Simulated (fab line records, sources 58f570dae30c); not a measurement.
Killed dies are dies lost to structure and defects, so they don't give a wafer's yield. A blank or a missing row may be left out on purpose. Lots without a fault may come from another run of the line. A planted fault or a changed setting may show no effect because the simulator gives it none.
Which tool did it? | flow berkeley_cmos170 | 14 lots, 42 wafers sampled, at 2 steps of a route of 331

WHAT THE GAUGES READ, wafer by wafer
UCB170_START_BOW_MEAS_00.
lot  | measured    | on            | INCOMING_BOW (um)
L664 | day 1 10:00 | film_metro-01 | 3 -4 -9
L665 | day 1 15:01 | film_metro-03 | -1 3 3
L666 | day 1 20:00 | film_metro-01 | 1 0 3
L668 | day 2 06:02 | film_metro-03 | -7 8 3
L669 | day 2 11:02 | film_metro-01 | -3 1 2
L671 | day 2 21:00 | film_metro-01 | -9 2 -9
L672 | day 3 02:01 | film_metro-01 | 7 3 3
L673 | day 3 07:02 | film_metro-03 | 6 -4 -1
L674 | day 3 12:01 | film_metro-04 | 3 3 -5
L675 | day 3 17:00 | film_metro-01 | 3 -10 -16
L678 | day 4 08:00 | film_metro-04 | -8 -5 -3
L685 | day 5 19:01 | film_metro-01 | -11 3 -8
L686 | day 6 00:01 | film_metro-01 | -1 12 1
L687 | day 6 05:02 | film_metro-04 | -11 0 -1

UCB170_NWELL_OVL_MEAS_12.
lot  | measured    | on         | NWELL_OVL (nm)
L664 | day 2 08:18 | overlay-02 | -3 -2 -11
L665 | day 2 08:28 | overlay-02 | -13 -14 -7
L666 | day 2 16:05 | overlay-01 | 5 -3 -8
L668 | day 3 02:50 | overlay-02 | 0 -4 5
L669 | day 3 08:24 | overlay-01 | -2 -9 -1
L671 | day 3 23:07 | overlay-01 | -5 -1 3
L672 | day 3 23:05 | overlay-02 | -4 -3 -9
L673 | day 4 03:52 | overlay-02 | 7 -1 0
L674 | day 4 08:43 | overlay-02 | -2 3 3
L675 | day 4 15:55 | overlay-01 | 6 0 2
L678 | day 5 02:48 | overlay-01 | -7 -7 -8
L685 | day 6 18:10 | overlay-02 | 7 3 0
L686 | day 6 18:25 | overlay-01 | -3 6 0
L687 | day 7 02:42 | overlay-02 | -4 -2 9

WHICH TOOL RAN EACH LOT (tool, then ch and the chambers of the sampled wafers, then the start)
The record holds no process step before these readings.

WHAT THE TOOLS THEMSELVES READ (means of the sampled wafers that have a number; where no wafer has one, the mark that the record gives instead)
The record holds no such reading with a usual standard deviation.

THE ANSWER, worked out from the rows above alone
Rule: what is usual is taken from the lots themselves. Put in order of their means at a reading, lots are off if they are a third of the lots or fewer, leave a main group of 4 or more, and stand apart from it by a gap of 3 or more times the standard deviation of the main group's means; of several such gaps the widest counts. A main group whose means are all the same, to the digits that the tables above print for the reading, isn't used. A lot without any number at a reading at which 4 lots or more have one is off too. The other lots that the step has rows for count as sound. The gauges are gone through in route order, then the tools' own readings, and for those a lot's mean is taken as printed above. The first step at which some lot is off is used, and at that step the reading that is off furthest; a lot without a number counts as furthest.
No lot is off at any reading shown: from this, nothing can be told.

WHAT THE SIMULATOR HAD PUT IN
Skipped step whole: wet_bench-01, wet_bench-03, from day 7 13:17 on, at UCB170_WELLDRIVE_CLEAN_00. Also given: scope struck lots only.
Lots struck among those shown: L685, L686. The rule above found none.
